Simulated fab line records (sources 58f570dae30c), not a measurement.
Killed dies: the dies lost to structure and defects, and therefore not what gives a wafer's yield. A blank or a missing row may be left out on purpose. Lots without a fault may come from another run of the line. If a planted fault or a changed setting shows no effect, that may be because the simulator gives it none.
Chamber matching || flow berkeley-cmos170 || cmp-02 running UCB170_V2_CMP_02: 4 sister chambers
The step polishes SiO2. 4 wafers are shown with their chamber, then 7 later ones without.

== WAFERS, EACH WITH ITS CHAMBER ==
{"wafer": "L787.5", "chamber": 0, "motor-current-A (A)": 15.5}
{"wafer": "L788.2", "chamber": 3, "motor-current-A (A)": 17.1}
{"wafer": "L788.5", "chamber": 2, "motor-current-A (A)": 14.3}
{"wafer": "L795.5", "chamber": 1, "motor-current-A (A)": 14.2}

== WAFERS MISSING THEIR CHAMBER ==
{"wafer": "L795.6", "motor-current-A (A)": 15.2}
{"wafer": "L798.2", "motor-current-A (A)": 14.0}
{"wafer": "L798.5", "motor-current-A (A)": 15.5}
{"wafer": "L798.6", "motor-current-A (A)": 13.8}
{"wafer": "L799.1", "motor-current-A (A)": 14.8}
{"wafer": "L799.2", "motor-current-A (A)": 14.0}
{"wafer": "L799.4", "motor-current-A (A)": 15.2}

== EACH ONE'S CHAMBER ==
{"wafer": "L795.6", "from the rows above": "can't be placed: 0 or 2", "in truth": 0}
{"wafer": "L798.2", "from the rows above": "can't be placed: 1 or 2", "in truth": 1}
{"wafer": "L798.5", "from the rows above": 0, "in truth": 0}
{"wafer": "L798.6", "from the rows above": "can't be placed: 1 or 2", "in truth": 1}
{"wafer": "L799.1", "from the rows above": "can't be placed: 2 or 1 or 0", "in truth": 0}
{"wafer": "L799.2", "from the rows above": "can't be placed: 1 or 2", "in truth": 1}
{"wafer": "L799.4", "from the rows above": "can't be placed: 0 or 2", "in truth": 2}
Correctly placed: 1 of 7. These rows do not allow placing 6 (true chamber among the candidates in 6). Number placed wrongly: 0.
How it was worked out, from the rows above alone: a wafer's distance from a chamber is the root of the sum, over the readings, of the square of ((its reading less the chamber's mean) divided by the reading's scatter). If the next closest chamber is less than 2 further off than the closest, the wafer can't be placed; otherwise it belongs to the closest. A chamber's mean is the mean of its shown wafers. The scatter (one wafer shown for each chamber): square how far every hidden wafer sits from the nearest shown wafer, average those squares and take the square root.
